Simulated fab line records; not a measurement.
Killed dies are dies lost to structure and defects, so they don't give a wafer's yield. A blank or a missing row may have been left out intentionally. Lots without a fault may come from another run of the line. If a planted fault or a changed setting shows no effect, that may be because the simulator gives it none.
Which tool did it? / flow rit-cmos / 45 wafers from 15 lots sampled at 2 of the route's 202 steps

## WHAT THE GAUGES READ, wafer by wafer
The record lacks any reading of a measuring or inspecting step that a usual standard deviation could be used to judge.

## TOOL THAT RAN EACH LOT (tool first, then ch and the chambers of the sampled wafers, then the start)
lot=L972; RIT_GATE_STRIP_20=plasma-asher-02 ch 1, day 2 15:25; RIT_M1_PROBE_99=-
lot=L973; RIT_GATE_STRIP_20=plasma-asher-02 ch 0,1, day 2 21:26; RIT_M1_PROBE_99=-
lot=L974; RIT_GATE_STRIP_20=plasma-asher-02 ch 0,1, day 3 00:50; RIT_M1_PROBE_99=-
lot=L975; RIT_GATE_STRIP_20=plasma-asher-01 ch 0,1, day 3 04:52; RIT_M1_PROBE_99=-
lot=L976; RIT_GATE_STRIP_20=plasma-asher-01 ch 0,1, day 3 12:27; RIT_M1_PROBE_99=-
lot=L977; RIT_GATE_STRIP_20=plasma-asher-01 ch 0,1, day 3 18:00; RIT_M1_PROBE_99=-
lot=L978; RIT_GATE_STRIP_20=plasma-asher-01 ch 0,1, day 3 19:46; RIT_M1_PROBE_99=-
lot=L979; RIT_GATE_STRIP_20=plasma-asher-02 ch 0,1, day 4 05:59; RIT_M1_PROBE_99=-
lot=L980; RIT_GATE_STRIP_20=plasma-asher-04 ch 0,1, day 4 08:43; RIT_M1_PROBE_99=-
lot=L981; RIT_GATE_STRIP_20=plasma-asher-02 ch 0,1, day 4 16:43; RIT_M1_PROBE_99=-
lot=L982; RIT_GATE_STRIP_20=plasma-asher-01 ch 0,1, day 4 22:13; RIT_M1_PROBE_99=-
lot=L983; RIT_GATE_STRIP_20=plasma-asher-02 ch 0,1, day 5 01:14; RIT_M1_PROBE_99=-
lot=L987; RIT_GATE_STRIP_20=plasma-asher-02 ch 0,1, day 5 18:16; RIT_M1_PROBE_99=prober-01, day 6 15:28
lot=L988; RIT_GATE_STRIP_20=plasma-asher-04 ch 0,1, day 5 23:11; RIT_M1_PROBE_99=prober-02, day 6 19:47
lot=L989; RIT_GATE_STRIP_20=plasma-asher-02 ch 0,1, day 6 07:00; RIT_M1_PROBE_99=prober-01, day 7 03:50
- RIT_GATE_STRIP_20: strips in O2, time 180 s.
- RIT_M1_PROBE_99

## WHAT THE TOOLS THEMSELVES READ (means of the sampled wafers that have a number; where no wafer has one, the mark that the record gives instead)
RIT_GATE_STRIP_20.
lot=L972; tool=plasma-asher-02; chamber-pressure-mTorr (mTorr)=3999; drypump-motor-current-A (A)=5.9
lot=L973; tool=plasma-asher-02; chamber-pressure-mTorr (mTorr)=4002; drypump-motor-current-A (A)=5.9
lot=L974; tool=plasma-asher-02; chamber-pressure-mTorr (mTorr)=4002; drypump-motor-current-A (A)=5.9
lot=L975; tool=plasma-asher-01; chamber-pressure-mTorr (mTorr)=4004; drypump-motor-current-A (A)=5.5
lot=L976; tool=plasma-asher-01; chamber-pressure-mTorr (mTorr)=4001; drypump-motor-current-A (A)=6.0
lot=L977; tool=plasma-asher-01; chamber-pressure-mTorr (mTorr)=4001; drypump-motor-current-A (A)=6.0
lot=L978; tool=plasma-asher-01; chamber-pressure-mTorr (mTorr)=3999; drypump-motor-current-A (A)=6.0
lot=L979; tool=plasma-asher-02; chamber-pressure-mTorr (mTorr)=4000; drypump-motor-current-A (A)=5.9
lot=L980; tool=plasma-asher-04; chamber-pressure-mTorr (mTorr)=3998; drypump-motor-current-A (A)=5.9
lot=L981; tool=plasma-asher-02; chamber-pressure-mTorr (mTorr)=3996; drypump-motor-current-A (A)=5.9
lot=L982; tool=plasma-asher-01; chamber-pressure-mTorr (mTorr)=3996; drypump-motor-current-A (A)=6.0
lot=L983; tool=plasma-asher-02; chamber-pressure-mTorr (mTorr)=4004; drypump-motor-current-A (A)=5.9
lot=L987; tool=plasma-asher-02; chamber-pressure-mTorr (mTorr)=-; drypump-motor-current-A (A)=-
lot=L988; tool=plasma-asher-04; chamber-pressure-mTorr (mTorr)=-; drypump-motor-current-A (A)=-
lot=L989; tool=plasma-asher-02; chamber-pressure-mTorr (mTorr)=-; drypump-motor-current-A (A)=-

RIT_M1_PROBE_99.
lot=L987 tool=prober-01 killed-at-contacts=0.0 killed-at-front-end=264.0 killed-dies=264.0 killed-on-rim=70.0 killed-open=1.7 killed-short=3.3
lot=L988 tool=prober-02 killed-at-contacts=0.0 killed-at-front-end=264.0 killed-dies=264.0 killed-on-rim=70.0 killed-open=1.0 killed-short=3.0
lot=L989 tool=prober-01 killed-at-contacts=0.0 killed-at-front-end=264.0 killed-dies=264.0 killed-on-rim=70.0 killed-open=4.7 killed-short=2.7

## THE ANSWER, worked out from the rows above alone
Rule: usual is defined by the lots themselves. Put in order of their means at a reading, lots are off if they are a third of the lots or fewer, leave a main group of 4 or more, and stand apart from it by a gap of 3 or more times the standard deviation of the main group's means; of several such gaps the widest counts. If all means in a main group match to the digits the tables above print for the reading, that group is not used. Also off: a lot with no number at a reading for which 4 or more lots have one. The other lots that the step has rows for count as sound. Order of review: gauges by route order, followed by the tools' own readings, for which a lot's mean as printed above is used. The first step at which some lot is off is used, and at that step the reading that is off furthest; a lot without a number counts as furthest.
Off, at RIT_GATE_STRIP_20 on chamber-pressure-mTorr: L987, L988, L989. Without a number there: L987, L988, L989. For the main group the mean is 4000 mTorr and the standard deviation 2.6.
If a tool, at that step or one of the process steps before it, ran each lot that is off and ran no sound lot following the first of them, it fits. No candidate that was tried fits.

## WHAT THE SIMULATOR HAD PUT IN
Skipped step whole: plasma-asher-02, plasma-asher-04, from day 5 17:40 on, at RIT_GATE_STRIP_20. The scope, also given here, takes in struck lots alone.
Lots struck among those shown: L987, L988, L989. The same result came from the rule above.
